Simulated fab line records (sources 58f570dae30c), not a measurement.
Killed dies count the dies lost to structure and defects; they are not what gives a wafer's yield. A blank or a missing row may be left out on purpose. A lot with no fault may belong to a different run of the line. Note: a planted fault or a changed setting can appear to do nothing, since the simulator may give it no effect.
Which tool is to blame? :: flow berkeleyCmos170 :: 7 lots with 21 wafers sampled at 3 steps, on a route of 331 steps

## WHAT EACH GAUGE READ, for each wafer
UCB170_NLDD_TW_MEAS_11.
lot: L336
measured: day 7 05:07
on: filmMetro-01
NLDD_TW: 2216 2230 2226

lot: L338
measured: day 7 14:34
on: filmMetro-04
NLDD_TW: 2202 2195 2194

lot: L341
measured: day 8 09:25
on: filmMetro-04
NLDD_TW: 2434 2430 2439

lot: L343
measured: day 8 15:03
on: filmMetro-01
NLDD_TW: 2475 2476 2483

lot: L352
measured: day 9 18:38
on: filmMetro-02
NLDD_TW: 2240 2222 2230

lot: L353
measured: day 10 11:37
on: filmMetro-04
NLDD_TW: 2202 2204 2199

lot: L357
measured: day 10 15:52
on: filmMetro-02
NLDD_TW: 2217 2205 2225

## EACH LOT AND THE TOOL THAT RAN IT (in order: tool; ch and the chambers of the sampled wafers; start)
lot: L336
UCB170_PVT_STRIP_08: plasmaAsher-01 ch 0,1, day 6 12:22
UCB170_NLDD_IMPLANT_09: implanter-04 ch 0, day 7 04:52

lot: L338
UCB170_PVT_STRIP_08: plasmaAsher-01 ch 0,1, day 6 20:53
UCB170_NLDD_IMPLANT_09: implanter-03 ch 0, day 7 14:19

lot: L341
UCB170_PVT_STRIP_08: plasmaAsher-03 ch 0,1, day 7 12:01
UCB170_NLDD_IMPLANT_09: implanter-02 ch 0, day 8 08:40

lot: L343
UCB170_PVT_STRIP_08: plasmaAsher-01 ch 0,1, day 7 20:58
UCB170_NLDD_IMPLANT_09: implanter-03 ch 0, day 8 14:29

lot: L352
UCB170_PVT_STRIP_08: plasmaAsher-03 ch 0,1, day 8 23:27
UCB170_NLDD_IMPLANT_09: implanter-03 ch 0, day 9 18:23

lot: L353
UCB170_PVT_STRIP_08: plasmaAsher-03 ch 0,1, day 9 17:16
UCB170_NLDD_IMPLANT_09: implanter-03 ch 0, day 10 11:22

lot: L357
UCB170_PVT_STRIP_08: plasmaAsher-04 ch 0,1, day 10 01:37
UCB170_NLDD_IMPLANT_09: implanter-03 ch 0, day 10 15:38
- UCB170_PVT_STRIP_08: strips in O2.
- UCB170_NLDD_IMPLANT_09

## THE ANSWER, worked out from the rows above alone
Rule: usual is defined by the lots themselves. The widest of any qualifying gaps counts: lots, ordered by their means at a reading, are off when they make up no more than a third of the lots, leave a main group of 4 or more, and stand apart from it by 3 or more times the standard deviation of that group's means. A main group whose means are all the same, to the digits that the tables above print for the reading, isn't used. Also off: a lot with no number at a reading for which 4 or more lots have one. Any other lot the step has rows for is counted as sound.
Off: L341, L343, at UCB170_NLDD_TW_MEAS_11 (NLDD_TW). The main group has a mean of 2214 with a standard deviation of 13.
A tool fits if, at a process step before that reading, it ran every lot that is off, and no sound lot after the first of them. Those tools and the gauges at UCB170_NLDD_TW_MEAS_11 are tried in the same way. Of those tried, none fits.

## WHAT THE SIMULATOR HAD INSERTED
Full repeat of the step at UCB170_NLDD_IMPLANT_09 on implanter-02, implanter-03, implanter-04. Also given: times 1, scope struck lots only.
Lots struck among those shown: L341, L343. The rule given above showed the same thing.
